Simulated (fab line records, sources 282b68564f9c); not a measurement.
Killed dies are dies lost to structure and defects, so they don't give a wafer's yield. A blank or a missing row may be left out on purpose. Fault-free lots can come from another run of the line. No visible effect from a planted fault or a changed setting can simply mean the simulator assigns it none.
fab line records :: flow rit_cmos
record:
  lots: 6
  wafers: 18
  last_day: 7
route steps=202 shown PWELL@49 WELLDRIVE@50 NWELL@51 NRETRO@53 M1@202
lots untouched by any fault: they come from a run of this same line in which no faults occurred
start_h: start of the lot's first displayed wafer, in hours after the record's first day :: wait_h: hours elapsed since this lot's preceding step :: " the same as in the row above :: L1.1+2: one row covering several wafers at once :: - no value present, or no start provided :: * or withheld: withheld :: < > ~ a bound
route shown NAME@n: NAME is a module with steps in the file, n the number in the route of the first one :: usual: the fault-free wafers' mean and standard deviation :: same: alike in all rows :: chamber/n: place in a boat :: sites: each site's reading :: _std_site: standard deviation of those values :: _edge_site: inner sites' mean taken away from outer sites' mean :: radius_mm: for every site, how far away it sits from the centre of the wafer :: mask NAME#n: copy n :: behind: the most recent tool/chamber to have shaped the wafer :: hold: cause of the lot's hold/its duration in hours/its outcome :: device: the n, p or np transistor that did not switch :: end of line: the route-end tests of the same wafers :: a step with no rows: only its recipe :: killed: at the first sort, the dies lost to defects and structure; wafer yield is something else :: map: a wafer's dies, x killed, . not, _ none there
set.NAME: the run value of the setting; set.NAME@STEP: its run value at that earlier step :: model.NAME: the simulator's own value behind a step, which no gauge read
lots at some steps of the route; a table a step, a row a wafer
services: the hour from which a tool's chamber was out of use, counted from the record's first day as start_h (under 0 if before that day), plus the number of hours and why
== steps ==
step: RIT_PWELL_TW_MEAS_10
usual:
  PWELL_TW: 957/9
lot.wafer: L788.1
tool: film_metro-04
chamber: -
start_h: 28.73
wait_h: 0.1
PWELL_TW: 969

lot.wafer: L788.2
tool: film_metro-04
chamber: -
start_h: 28.73
wait_h: 0.1
PWELL_TW: 969

lot.wafer: L788.4
tool: film_metro-04
chamber: -
start_h: 28.73
wait_h: 0.1
PWELL_TW: 965

lot.wafer: L792.2
tool: film_metro-04
chamber: -
start_h: 45.78
wait_h: 0.1
PWELL_TW: 975

lot.wafer: L792.4
tool: film_metro-04
chamber: -
start_h: 45.78
wait_h: 0.1
PWELL_TW: 973

lot.wafer: L792.5
tool: film_metro-04
chamber: -
start_h: 45.78
wait_h: 0.1
PWELL_TW: 963

lot.wafer: L801.2
tool: film_metro-03
chamber: -
start_h: 90.67
wait_h: 0.1
PWELL_TW: 945

lot.wafer: L801.3
tool: film_metro-03
chamber: -
start_h: 90.67
wait_h: 0.1
PWELL_TW: 941

lot.wafer: L801.6
tool: film_metro-03
chamber: -
start_h: 90.67
wait_h: 0.1
PWELL_TW: 946

lot.wafer: L802.3
tool: film_metro-04
chamber: -
start_h: 94.02
wait_h: 0.1
PWELL_TW: 968

lot.wafer: L802.4
tool: film_metro-04
chamber: -
start_h: 94.02
wait_h: 0.1
PWELL_TW: 965

lot.wafer: L802.5
tool: film_metro-04
chamber: -
start_h: 94.02
wait_h: 0.1
PWELL_TW: 972

lot.wafer: L804.3
tool: film_metro-01
chamber: -
start_h: 103.92
wait_h: 0.1
PWELL_TW: 955

lot.wafer: L804.5
tool: film_metro-01
chamber: -
start_h: 103.92
wait_h: 0.1
PWELL_TW: 956

lot.wafer: L804.6
tool: film_metro-01
chamber: -
start_h: 103.92
wait_h: 0.1
PWELL_TW: 948

lot.wafer: L806.1
tool: film_metro-01
chamber: -
start_h: 116.45
wait_h: 0.1
PWELL_TW: 948

lot.wafer: L806.3
tool: film_metro-01
chamber: -
start_h: 116.45
wait_h: 0.1
PWELL_TW: 947

lot.wafer: L806.4
tool: film_metro-01
chamber: -
start_h: 116.45
wait_h: 0.1
PWELL_TW: 952
step: RIT_WELLDRIVE_ANNEAL_00
recipe:
  temp_c: 1100
  time_s: 14700
  ambient: N2
step: RIT_WELLDRIVE_RS_MEAS_01
recipe:
  thk_meas_gauge: four-point-probe
usual:
  NWELL_RS: 279.3/1.2
lot.wafer: L788.1
tool: film_metro-01
chamber: -
start_h: 33.87
wait_h: 0.0
NWELL_RS[ohm/sq]: 278.6

lot.wafer: L788.2
tool: film_metro-01
chamber: -
start_h: 33.87
wait_h: 0.0
NWELL_RS[ohm/sq]: 279.0

lot.wafer: L788.4
tool: film_metro-01
chamber: -
start_h: 33.87
wait_h: 0.0
NWELL_RS[ohm/sq]: 279.4

lot.wafer: L792.2
tool: film_metro-01
chamber: -
start_h: 52.82
wait_h: 0.0
NWELL_RS[ohm/sq]: 280.4

lot.wafer: L792.4
tool: film_metro-01
chamber: -
start_h: 52.82
wait_h: 0.0
NWELL_RS[ohm/sq]: 281.1

lot.wafer: L792.5
tool: film_metro-01
chamber: -
start_h: 52.82
wait_h: 0.0
NWELL_RS[ohm/sq]: 280.4

lot.wafer: L801.2
tool: film_metro-04
chamber: -
start_h: 95.82
wait_h: 0.0
NWELL_RS[ohm/sq]: 279.5

lot.wafer: L801.3
tool: film_metro-04
chamber: -
start_h: 95.82
wait_h: 0.0
NWELL_RS[ohm/sq]: 279.8

lot.wafer: L801.6
tool: film_metro-04
chamber: -
start_h: 95.82
wait_h: 0.0
NWELL_RS[ohm/sq]: 280.8

lot.wafer: L802.3
tool: film_metro-04
chamber: -
start_h: 100.23
wait_h: 0.0
NWELL_RS[ohm/sq]: 278.5

lot.wafer: L802.4
tool: film_metro-04
chamber: -
start_h: 100.23
wait_h: 0.0
NWELL_RS[ohm/sq]: 279.2

lot.wafer: L802.5
tool: film_metro-04
chamber: -
start_h: 100.23
wait_h: 0.0
NWELL_RS[ohm/sq]: 278.2

lot.wafer: L804.3
tool: film_metro-01
chamber: -
start_h: 109.08
wait_h: 0.0
NWELL_RS[ohm/sq]: 280.5

lot.wafer: L804.5
tool: film_metro-01
chamber: -
start_h: 109.08
wait_h: 0.0
NWELL_RS[ohm/sq]: 280.9

lot.wafer: L804.6
tool: film_metro-01
chamber: -
start_h: 109.08
wait_h: 0.0
NWELL_RS[ohm/sq]: 279.7

lot.wafer: L806.1
tool: film_metro-03
chamber: -
start_h: 124.23
wait_h: 0.0
NWELL_RS[ohm/sq]: 277.5

lot.wafer: L806.3
tool: film_metro-03
chamber: -
start_h: 124.23
wait_h: 0.0
NWELL_RS[ohm/sq]: 277.1

lot.wafer: L806.4
tool: film_metro-03
chamber: -
start_h: 124.23
wait_h: 0.0
NWELL_RS[ohm/sq]: 277.4
step: RIT_WELLDRIVE_RS_MEAS_02
recipe:
  thk_meas_gauge: four-point-probe
usual:
  PWELL_RS: 429.6/1.4
lot.wafer: L788.1
tool: film_metro-01
chamber: -
start_h: 33.99
wait_h: 0.1
PWELL_RS[ohm/sq]: 430.6

lot.wafer: L788.2
tool: film_metro-01
chamber: -
start_h: 33.99
wait_h: 0.1
PWELL_RS[ohm/sq]: 429.6

lot.wafer: L788.4
tool: film_metro-01
chamber: -
start_h: 33.99
wait_h: 0.1
PWELL_RS[ohm/sq]: 429.9

lot.wafer: L792.2
tool: film_metro-01
chamber: -
start_h: 52.94
wait_h: 0.1
PWELL_RS[ohm/sq]: 428.6

lot.wafer: L792.4
tool: film_metro-01
chamber: -
start_h: 52.94
wait_h: 0.1
PWELL_RS[ohm/sq]: 428.3

lot.wafer: L792.5
tool: film_metro-01
chamber: -
start_h: 52.94
wait_h: 0.1
PWELL_RS[ohm/sq]: 429.3

lot.wafer: L801.2
tool: film_metro-04
chamber: -
start_h: 95.94
wait_h: 0.1
PWELL_RS[ohm/sq]: 432.1

lot.wafer: L801.3
tool: film_metro-04
chamber: -
start_h: 95.94
wait_h: 0.1
PWELL_RS[ohm/sq]: 432.1

lot.wafer: L801.6
tool: film_metro-04
chamber: -
start_h: 95.94
wait_h: 0.1
PWELL_RS[ohm/sq]: 432.1

lot.wafer: L802.3
tool: film_metro-04
chamber: -
start_h: 100.35
wait_h: 0.1
PWELL_RS[ohm/sq]: 430.7

lot.wafer: L802.4
tool: film_metro-04
chamber: -
start_h: 100.35
wait_h: 0.1
PWELL_RS[ohm/sq]: 429.7

lot.wafer: L802.5
tool: film_metro-04
chamber: -
start_h: 100.35
wait_h: 0.1
PWELL_RS[ohm/sq]: 429.5

lot.wafer: L804.3
tool: film_metro-01
chamber: -
start_h: 109.20
wait_h: 0.1
PWELL_RS[ohm/sq]: 431.5

lot.wafer: L804.5
tool: film_metro-01
chamber: -
start_h: 109.20
wait_h: 0.1
PWELL_RS[ohm/sq]: 430.9

lot.wafer: L804.6
tool: film_metro-01
chamber: -
start_h: 109.20
wait_h: 0.1
PWELL_RS[ohm/sq]: 430.4

lot.wafer: L806.1
tool: film_metro-03
chamber: -
start_h: 124.35
wait_h: 0.1
PWELL_RS[ohm/sq]: 428.2

lot.wafer: L806.3
tool: film_metro-03
chamber: -
start_h: 124.35
wait_h: 0.1
PWELL_RS[ohm/sq]: 427.0

lot.wafer: L806.4
tool: film_metro-03
chamber: -
start_h: 124.35
wait_h: 0.1
PWELL_RS[ohm/sq]: 427.4
step: RIT_NRETRO_HMDS_00
recipe:
  prime_time_s: 60
  prime_temp_c: 140
step: RIT_NRETRO_COAT_01
recipe:
  resist: NOVOLAK
  spin_rpm: 2000
  resist_thk_nm: 1300
step: RIT_NRETRO_SOFTBAKE_02
recipe:
  resist: NOVOLAK
  temp_c: 90
  time_s: 60
step: RIT_NRETRO_EXPOSE_03
recipe:
  mask_id: M4
  na: 0.57
  target_cd_nm: 43900
  dose_mj: 250
step: RIT_NRETRO_PEB_04
recipe:
  resist: NOVOLAK
  temp_c: withheld
  time_s: withheld
step: RIT_NRETRO_DEVELOP_05
recipe:
  resist: NOVOLAK
  develop_time_s: 68
  dev_temp_c: 22.01
step: RIT_NRETRO_OVL_MEAS_06
usual:
  NRETRO_OVL: 0.8/1.3
lot.wafer: L788.1
tool: overlay-01
chamber: -
start_h: 34.99
wait_h: -
NRETRO_OVL[nm]: -1.7

lot.wafer: L788.2
tool: overlay-01
chamber: -
start_h: 34.99
wait_h: -
NRETRO_OVL[nm]: -0.9

lot.wafer: L788.4
tool: overlay-01
chamber: -
start_h: 34.99
wait_h: -
NRETRO_OVL[nm]: -0.2

lot.wafer: L792.2
tool: overlay-01
chamber: -
start_h: 53.96
wait_h: -
NRETRO_OVL[nm]: 1.6

lot.wafer: L792.4
tool: overlay-01
chamber: -
start_h: 53.96
wait_h: -
NRETRO_OVL[nm]: 2.8

lot.wafer: L792.5
tool: overlay-01
chamber: -
start_h: 53.96
wait_h: -
NRETRO_OVL[nm]: 2.1

lot.wafer: L801.2
tool: overlay-02
chamber: -
start_h: 97.06
wait_h: -
NRETRO_OVL[nm]: 0.7

lot.wafer: L801.3
tool: overlay-02
chamber: -
start_h: 97.06
wait_h: -
NRETRO_OVL[nm]: 0.2

lot.wafer: L801.6
tool: overlay-02
chamber: -
start_h: 97.06
wait_h: -
NRETRO_OVL[nm]: 0.3

lot.wafer: L802.3
tool: overlay-01
chamber: -
start_h: 101.44
wait_h: -
NRETRO_OVL[nm]: 0.3

lot.wafer: L802.4
tool: overlay-01
chamber: -
start_h: 101.44
wait_h: -
NRETRO_OVL[nm]: 0.1

lot.wafer: L802.5
tool: overlay-01
chamber: -
start_h: 101.44
wait_h: -
NRETRO_OVL[nm]: 1.2

lot.wafer: L804.3
tool: overlay-02
chamber: -
start_h: 110.34
wait_h: -
NRETRO_OVL[nm]: -1.0

lot.wafer: L804.5
tool: overlay-02
chamber: -
start_h: 110.34
wait_h: -
NRETRO_OVL[nm]: 1.5

lot.wafer: L804.6
tool: overlay-02
chamber: -
start_h: 110.34
wait_h: -
NRETRO_OVL[nm]: -1.1

lot.wafer: L806.1
tool: overlay-01
chamber: -
start_h: 125.45
wait_h: -
NRETRO_OVL[nm]: -0.2

lot.wafer: L806.3
tool: overlay-01
chamber: -
start_h: 125.45
wait_h: -
NRETRO_OVL[nm]: 2.4

lot.wafer: L806.4
tool: overlay-01
chamber: -
start_h: 125.45
wait_h: -
NRETRO_OVL[nm]: 2.3
step: RIT_NRETRO_HARDBAKE_07
recipe:
  resist: NOVOLAK
  temp_c: 140
  time_s: 120
step: RIT_NRETRO_IMPLANT_08
recipe:
  species: P
  energy_kev: 70
  dose_cm2: 1e+13
  tilt_deg: 7
usual:
  beam_on_s: 10.01/0.21
  dose_ions_cm2: 9.998e+12/1.1e+10
  faraday_current_uA: 31.7/0.65
lot.wafer: L788.1
tool: implanter-03
chamber: 0
start_h: 35.28
wait_h: 0.2
beam_on_s: 9.73
dose_ions_cm2: 9.994e+12
faraday_current_uA: 32.6

lot.wafer: L788.2
tool: implanter-03
chamber: 0
start_h: 35.28
wait_h: 0.2
beam_on_s: 10.04
dose_ions_cm2: 9.997e+12
faraday_current_uA: 31.4

lot.wafer: L788.4
tool: implanter-03
chamber: 0
start_h: 35.28
wait_h: 0.2
beam_on_s: 9.80
dose_ions_cm2: 9.984e+12
faraday_current_uA: 32.4

lot.wafer: L792.2
tool: implanter-01
chamber: 0
start_h: 54.28
wait_h: 0.2
beam_on_s: 9.92
dose_ions_cm2: 9.997e+12
faraday_current_uA: 31.8

lot.wafer: L792.4
tool: implanter-01
chamber: 0
start_h: 54.28
wait_h: 0.2
beam_on_s: 10.04
dose_ions_cm2: 9.995e+12
faraday_current_uA: 31.6

lot.wafer: L792.5
tool: implanter-01
chamber: 0
start_h: 54.28
wait_h: 0.2
beam_on_s: 10.21
dose_ions_cm2: 9.983e+12
faraday_current_uA: 31.1

lot.wafer: L801.2
tool: implanter-04
chamber: 0
start_h: 97.49
wait_h: 0.2
beam_on_s: 9.93
dose_ions_cm2: 9.993e+12
faraday_current_uA: 31.9

lot.wafer: L801.3
tool: implanter-04
chamber: 0
start_h: 97.49
wait_h: 0.2
beam_on_s: 10.03
dose_ions_cm2: 1.0021e+13
faraday_current_uA: 31.7

lot.wafer: L801.6
tool: implanter-04
chamber: 0
start_h: 97.49
wait_h: 0.2
beam_on_s: 9.89
dose_ions_cm2: 9.994e+12
faraday_current_uA: 32.0

lot.wafer: L802.3
tool: implanter-03
chamber: 0
start_h: 101.77
wait_h: 0.2
beam_on_s: 9.40
dose_ions_cm2: 6.699e+12
faraday_current_uA: 22.4

lot.wafer: L802.4
tool: implanter-03
chamber: 0
start_h: 101.77
wait_h: 0.2
beam_on_s: 10.22
dose_ions_cm2: 6.709e+12
faraday_current_uA: 20.8

lot.wafer: L802.5
tool: implanter-03
chamber: 0
start_h: 101.77
wait_h: 0.2
beam_on_s: 10.24
dose_ions_cm2: 6.709e+12
faraday_current_uA: 20.7

lot.wafer: L804.3
tool: implanter-03
chamber: 0
start_h: 110.66
wait_h: 0.2
beam_on_s: 9.99
dose_ions_cm2: 6.676e+12
faraday_current_uA: 21.3

lot.wafer: L804.5
tool: implanter-03
chamber: 0
start_h: 110.66
wait_h: 0.2
beam_on_s: 9.88
dose_ions_cm2: 6.721e+12
faraday_current_uA: 21.4

lot.wafer: L804.6
tool: implanter-03
chamber: 0
start_h: 110.66
wait_h: 0.2
beam_on_s: 9.66
dose_ions_cm2: 6.698e+12
faraday_current_uA: 22.0

lot.wafer: L806.1
tool: implanter-01
chamber: 0
start_h: 125.74
wait_h: 0.2
beam_on_s: 9.43
dose_ions_cm2: 1.0015e+13
faraday_current_uA: 33.4

lot.wafer: L806.3
tool: implanter-01
chamber: 0
start_h: 125.74
wait_h: 0.2
beam_on_s: 10.01
dose_ions_cm2: 1.0007e+13
faraday_current_uA: 31.4

lot.wafer: L806.4
tool: implanter-01
chamber: 0
start_h: 125.74
wait_h: 0.2
beam_on_s: 9.73
dose_ions_cm2: 9.997e+12
faraday_current_uA: 32.4
step: RIT_NRETRO_STRIP_09
recipe:
  chemistry: O2
  time_s: 180
  resist: NOVOLAK
  platen_temp_c: withheld
  power_w: 500
  pressure_mtorr: 4000
  o2_flow_sccm: 4000
usual:
  drypump_motor_current_A: 6.1/0.34
lot.wafer: L788.1
tool: plasma_asher-02
chamber: 1
start_h: 35.43
wait_h: 0.1
drypump_motor_current_A: 6.2
rf_hours_counter_h: 39

lot.wafer: L788.2
tool: plasma_asher-02
chamber: 0
start_h: 35.43
wait_h: 0.1
drypump_motor_current_A: 6.2
rf_hours_counter_h: 39

lot.wafer: L788.4
tool: plasma_asher-02
chamber: 1
start_h: 35.43
wait_h: 0.1
drypump_motor_current_A: 6.2
rf_hours_counter_h: -

lot.wafer: L792.2
tool: plasma_asher-02
chamber: 1
start_h: 54.41
wait_h: 0.1
drypump_motor_current_A: 6.3
rf_hours_counter_h: 41

lot.wafer: L792.4
tool: plasma_asher-02
chamber: 1
start_h: 54.41
wait_h: 0.1
drypump_motor_current_A: 6.3
rf_hours_counter_h: -

lot.wafer: L792.5
tool: plasma_asher-02
chamber: 1
start_h: 54.41
wait_h: 0.1
drypump_motor_current_A: 6.4
rf_hours_counter_h: -

lot.wafer: L801.2
tool: plasma_asher-01
chamber: 1
start_h: 97.62
wait_h: 0.1
drypump_motor_current_A: 6.4
rf_hours_counter_h: 43

lot.wafer: L801.3
tool: plasma_asher-01
chamber: 0
start_h: 97.62
wait_h: 0.1
drypump_motor_current_A: 5.6
rf_hours_counter_h: -

lot.wafer: L801.6
tool: plasma_asher-01
chamber: 0
start_h: 97.62
wait_h: 0.1
drypump_motor_current_A: 5.7
rf_hours_counter_h: -

lot.wafer: L802.3
tool: plasma_asher-01
chamber: 1
start_h: 101.93
wait_h: 0.1
drypump_motor_current_A: 6.4
rf_hours_counter_h: -

lot.wafer: L802.4
tool: plasma_asher-01
chamber: 0
start_h: 101.93
wait_h: 0.1
drypump_motor_current_A: 5.7
rf_hours_counter_h: -

lot.wafer: L802.5
tool: plasma_asher-01
chamber: 0
start_h: 101.93
wait_h: 0.1
drypump_motor_current_A: 5.7
rf_hours_counter_h: -

lot.wafer: L804.3
tool: plasma_asher-04
chamber: 0
start_h: 110.82
wait_h: 0.1
drypump_motor_current_A: 5.8
rf_hours_counter_h: -

lot.wafer: L804.5
tool: plasma_asher-04
chamber: 1
start_h: 110.82
wait_h: 0.1
drypump_motor_current_A: 5.4
rf_hours_counter_h: -

lot.wafer: L804.6
tool: plasma_asher-04
chamber: 0
start_h: 110.82
wait_h: 0.1
drypump_motor_current_A: 5.8
rf_hours_counter_h: -

lot.wafer: L806.1
tool: plasma_asher-01
chamber: 0
start_h: 125.89
wait_h: 0.1
drypump_motor_current_A: 5.7
rf_hours_counter_h: 47

lot.wafer: L806.3
tool: plasma_asher-01
chamber: 0
start_h: 125.89
wait_h: 0.1
drypump_motor_current_A: 5.7
rf_hours_counter_h: -

lot.wafer: L806.4
tool: plasma_asher-01
chamber: 1
start_h: 125.89
wait_h: 0.1
drypump_motor_current_A: 6.4
rf_hours_counter_h: -
step: RIT_NRETRO_TW_MEAS_10
usual:
  NRETRO_TW: 1053/6.7
lot.wafer: L788.1
tool: film_metro-01
chamber: -
start_h: 35.60
wait_h: 0.1
hold: -
NRETRO_TW: 1048

lot.wafer: L788.2
tool: film_metro-01
chamber: -
start_h: 35.60
wait_h: 0.1
hold: -
NRETRO_TW: 1045

lot.wafer: L788.4
tool: film_metro-01
chamber: -
start_h: 35.60
wait_h: 0.1
hold: -
NRETRO_TW: 1046

lot.wafer: L792.2
tool: film_metro-03
chamber: -
start_h: 54.59
wait_h: 0.1
hold: -
NRETRO_TW: 1054

lot.wafer: L792.4
tool: film_metro-03
chamber: -
start_h: 54.59
wait_h: 0.1
hold: -
NRETRO_TW: 1054

lot.wafer: L792.5
tool: film_metro-03
chamber: -
start_h: 54.59
wait_h: 0.1
hold: -
NRETRO_TW: 1052

lot.wafer: L801.2
tool: film_metro-03
chamber: -
start_h: 97.80
wait_h: 0.1
hold: -
NRETRO_TW: 1045

lot.wafer: L801.3
tool: film_metro-03
chamber: -
start_h: 97.80
wait_h: 0.1
hold: -
NRETRO_TW: 1045

lot.wafer: L801.6
tool: film_metro-03
chamber: -
start_h: 97.80
wait_h: 0.1
hold: -
NRETRO_TW: 1045

lot.wafer: L802.3
tool: film_metro-01
chamber: -
start_h: 102.06
wait_h: 0.1
hold: await_dispo/0.2h/release
NRETRO_TW: 926

lot.wafer: L802.4
tool: film_metro-01
chamber: -
start_h: 102.06
wait_h: 0.1
hold: await_dispo/0.2h/release
NRETRO_TW: 922

lot.wafer: L802.5
tool: film_metro-01
chamber: -
start_h: 102.06
wait_h: 0.1
hold: await_dispo/0.2h/release
NRETRO_TW: 924

lot.wafer: L802.3
tool: film_metro-01
chamber: -
start_h: 102.29
wait_h: 0.2
hold: -
NRETRO_TW: 921

lot.wafer: L802.4
tool: film_metro-01
chamber: -
start_h: 102.29
wait_h: 0.2
hold: -
NRETRO_TW: 927

lot.wafer: L802.5
tool: film_metro-01
chamber: -
start_h: 102.29
wait_h: 0.2
hold: -
NRETRO_TW: 921

lot.wafer: L804.3
tool: film_metro-03
chamber: -
start_h: 110.96
wait_h: 0.1
hold: await_dispo/0.2h/release
NRETRO_TW: 921

lot.wafer: L804.5
tool: film_metro-03
chamber: -
start_h: 110.96
wait_h: 0.1
hold: await_dispo/0.2h/release
NRETRO_TW: 924

lot.wafer: L804.6
tool: film_metro-03
chamber: -
start_h: 110.96
wait_h: 0.1
hold: await_dispo/0.2h/release
NRETRO_TW: 921

lot.wafer: L804.3
tool: film_metro-03
chamber: -
start_h: 111.19
wait_h: 0.2
hold: -
NRETRO_TW: 921

lot.wafer: L804.5
tool: film_metro-03
chamber: -
start_h: 111.19
wait_h: 0.2
hold: -
NRETRO_TW: 926

lot.wafer: L804.6
tool: film_metro-03
chamber: -
start_h: 111.19
wait_h: 0.2
hold: -
NRETRO_TW: 926

lot.wafer: L806.1
tool: film_metro-01
chamber: -
start_h: 126.06
wait_h: 0.1
hold: -
NRETRO_TW: 1056

lot.wafer: L806.3
tool: film_metro-01
chamber: -
start_h: 126.06
wait_h: 0.1
hold: -
NRETRO_TW: 1054

lot.wafer: L806.4
tool: film_metro-01
chamber: -
start_h: 126.06
wait_h: 0.1
hold: -
NRETRO_TW: 1060
step: RIT_M1_PROBE_99
usual:
  killed_at_contacts: 0.1/0.25
  killed_at_front_end: 6.8/2.9
  killed_dies: 6.9/2.9
  killed_open: 3.3/1.9
  killed_short: 3.6/1.9
same:
  gross_dies: 264
  killed_at_M0_to_M3: 0
  killed_at_M4_up: 0
  killed_at_back_side: 0
  killed_at_other: 0
lot.wafer: L788.1
tool: prober-02
chamber: -
start_h: 66.14
wait_h: 0.1
killed_at_contacts: 0
killed_at_front_end: 6
killed_dies: 6
killed_open: 2
killed_short: 4

lot.wafer: L788.2
tool: prober-02
chamber: -
start_h: 66.19
wait_h: 0.1
killed_at_contacts: 0
killed_at_front_end: 9
killed_dies: 9
killed_open: 5
killed_short: 4

lot.wafer: L788.4
tool: prober-02
chamber: -
start_h: 66.29
wait_h: 0.2
killed_at_contacts: 0
killed_at_front_end: 7
killed_dies: 7
killed_open: 3
killed_short: 4

lot.wafer: L792.2
tool: prober-02
chamber: -
start_h: 85.60
wait_h: 0.1
killed_at_contacts: 0
killed_at_front_end: 7
killed_dies: 7
killed_open: 3
killed_short: 4

lot.wafer: L792.4
tool: prober-02
chamber: -
start_h: 85.70
wait_h: 0.2
killed_at_contacts: 0
killed_at_front_end: 5
killed_dies: 5
killed_open: 3
killed_short: 2

lot.wafer: L792.5
tool: prober-02
chamber: -
start_h: 85.75
wait_h: 0.2
killed_at_contacts: 0
killed_at_front_end: 6
killed_dies: 6
killed_open: 3
killed_short: 3

lot.wafer: L801.2
tool: prober-02
chamber: -
start_h: 128.63
wait_h: 0.1
killed_at_contacts: 0
killed_at_front_end: 2
killed_dies: 2
killed_open: 1
killed_short: 1

lot.wafer: L801.3
tool: prober-02
chamber: -
start_h: 128.68
wait_h: 0.2
killed_at_contacts: 0
killed_at_front_end: 11
killed_dies: 11
killed_open: 4
killed_short: 7

lot.wafer: L801.6
tool: prober-02
chamber: -
start_h: 128.83
wait_h: 0.2
killed_at_contacts: 1
killed_at_front_end: 3
killed_dies: 4
killed_open: 4
killed_short: 0

lot.wafer: L804.3
tool: prober-01
chamber: -
start_h: 145.23
wait_h: 0.2
killed_at_contacts: 0
killed_at_front_end: 6
killed_dies: 6
killed_open: 2
killed_short: 4

lot.wafer: L804.5
tool: prober-01
chamber: -
start_h: 145.33
wait_h: 0.2
killed_at_contacts: 0
killed_at_front_end: 5
killed_dies: 5
killed_open: 2
killed_short: 3

lot.wafer: L804.6
tool: prober-01
chamber: -
start_h: 145.38
wait_h: 0.2
killed_at_contacts: 0
killed_at_front_end: 12
killed_dies: 12
killed_open: 4
killed_short: 8

lot.wafer: L806.1
tool: prober-01
chamber: -
start_h: 157.66
wait_h: 0.1
killed_at_contacts: 1
killed_at_front_end: 7
killed_dies: 8
killed_open: 5
killed_short: 3

lot.wafer: L806.3
tool: prober-01
chamber: -
start_h: 157.76
wait_h: 0.2
killed_at_contacts: 0
killed_at_front_end: 9
killed_dies: 9
killed_open: 2
killed_short: 7

lot.wafer: L806.4
tool: prober-01
chamber: -
start_h: 157.81
wait_h: 0.2
killed_at_contacts: 0
killed_at_front_end: 7
killed_dies: 7
killed_open: 4
killed_short: 3
killed by level:class
L788.1 FOX2:geometric_particle:short=2 SPACER:geometric_particle:short=2 FOX2:geometric_particle:open=1 GATE:geometric_particle:open=1
L788.2 FOX2:geometric_particle:short=2 ACTIVE:geometric_particle:open=1 FOX1:geometric_particle:open=1 FOX1:geometric_particle:short=1 SPACER:geometric_particle:open=1 FOX2:geometric_particle:open=1 GATE:geometric_particle:short=1 GATE:geometric_particle:open=1
L788.4 GATE:geometric_particle:short=2 FOX1:geometric_particle:short=1 FOX1:geometric_particle:open=1 FOX2:geometric_particle:short=1 GATE:geometric_particle:open=1 SILICIDE:geometric_particle:open=1
L792.2 FOX1:geometric_particle:short=3 FOX1:geometric_particle:open=1 GATE:geometric_particle:short=1 GATE:geometric_particle:open=1 SILICIDE:geometric_particle:open=1
L792.4 SILICIDE:geometric_particle:open=3 FOX1:geometric_particle:short=1 GATE:geometric_particle:short=1
L792.5 SPACER:geometric_particle:open=2 GATE:geometric_particle:open=1 GATE:geometric_particle:short=1 REOX:geometric_particle:short=1 SILICIDE:geometric_particle:short=1
L801.2 FOX1:geometric_particle:short=1 SILICIDE:geometric_particle:open=1
L801.3 GATE:geometric_particle:short=4 FOX1:geometric_particle:short=2 FOX1:geometric_particle:open=2 GATE:geometric_particle:open=1 REOX:geometric_particle:short=1 REOX:geometric_particle:open=1
L801.6 FOX1:geometric_particle:open=1 GATE:geometric_particle:open=1 SPACER:geometric_particle:open=1 CONTACT:geometric_particle:open=1
L804.3 FOX1:geometric_particle:short=2 FOX2:geometric_particle:short=1 GATE:geometric_particle:open=1 REOX:geometric_particle:short=1 REOX:geometric_particle:open=1
L804.5 SILICIDE:geometric_particle:short=2 FOX1:geometric_particle:open=1 REOX:geometric_particle:short=1 SILICIDE:geometric_particle:open=1
L804.6 REOX:geometric_particle:short=4 FOX1:geometric_particle:open=3 SILICIDE:geometric_particle:short=2 FOX1:geometric_particle:short=1 GATE:geometric_particle:short=1 REOX:geometric_particle:open=1
L806.1 GATE:geometric_particle:short=3 FOX1:geometric_particle:open=2 GATE:geometric_particle:open=2 CONTACT:geometric_particle:open=1
L806.3 GATE:geometric_particle:short=4 FOX1:geometric_particle:short=1 GATE:geometric_particle:open=1 SPACER:geometric_particle:short=1 SPACER:geometric_particle:open=1 SILICIDE:geometric_particle:short=1
L806.4 REOX:geometric_particle:short=2 FOX2:geometric_particle:open=1 GATE:geometric_particle:open=1 REOX:geometric_particle:open=1 SPACER:geometric_particle:short=1 SILICIDE:geometric_particle:open=1
== services ==
tool: implanter-03
chamber: -
start_h: 11.52
hours: 6.2
kind: pm

tool: implanter-01
chamber: -
start_h: 24.77
hours: 3.8
kind: repair

tool: plasma_asher-01
chamber: -
start_h: 37.51
hours: 3.4
kind: repair

tool: implanter-03
chamber: -
start_h: 41.81
hours: 1.9
kind: repair

tool: implanter-04
chamber: -
start_h: 44.14
hours: 15.7
kind: pm

tool: implanter-03
chamber: -
start_h: 48.56
hours: 4.6
kind: repair

tool: plasma_asher-01
chamber: -
start_h: 48.61
hours: 8.9
kind: repair

tool: plasma_asher-01
chamber: -
start_h: 74.01
hours: 19.3
kind: repair

tool: implanter-04
chamber: -
start_h: 100.37
hours: 19.7
kind: pm

tool: plasma_asher-02
chamber: -
start_h: 108.75
hours: 9.0
kind: pm

tool: plasma_asher-02
chamber: 0
start_h: 108.75
hours: 9.0
kind: vent_cycle

tool: plasma_asher-02
chamber: 1
start_h: 108.75
hours: 9.0
kind: vent_cycle

tool: plasma_asher-02
chamber: 0
start_h: 117.75
hours: -
kind: clean

tool: plasma_asher-02
chamber: 1
start_h: 117.75
hours: -
kind: clean

tool: implanter-01
chamber: -
start_h: 118.44
hours: 0.8
kind: repair
== key ==
first_sign:
  step: RIT_NRETRO_IMPLANT_08
  reading: dose_ions_cm2
  direction: down
  sigmas: 99+
  usual: 9.998e+12
  struck: 6.702e+12
effect:
  step: RIT_NRETRO_IMPLANT_08
  reading: faraday_current_uA
  direction: down
  sigmas: 16
  usual: 31.7
  struck: 21.4
effect:
  step: RIT_NRETRO_TW_MEAS_10
  reading: visit
  direction: added
effect:
  step: RIT_NRETRO_TW_MEAS_10
  reading: NRETRO_TW
  direction: down
  sigmas: 19
  usual: 1053
  struck: 923
met_at RIT_NRETRO_IMPLANT_08
struck_wafers L802.3,L802.4,L802.5,L804.3,L804.5,L804.6
tester_left_out L802,L804
onset_between 35.28 101.77
fault:
  kind: process_parameter_drift
  tool: implanter-03
  chamber: -
  onset_h: 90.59
  steps: RIT_NRETRO_IMPLANT_08
  channel: dose_cm2
  offset: -3.3e+12
  shape: step
  end_h: 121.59
  acts_in: these_recipes_only
  stated: 1e+13
tester_left_out: of these lots the tester's yield and bins aren't shown, on N5 and GAA mostly nor the transistor test; their killed dies are dies lost to structure and defects alone, not to doping, threshold or leakage, so they don't give the yield
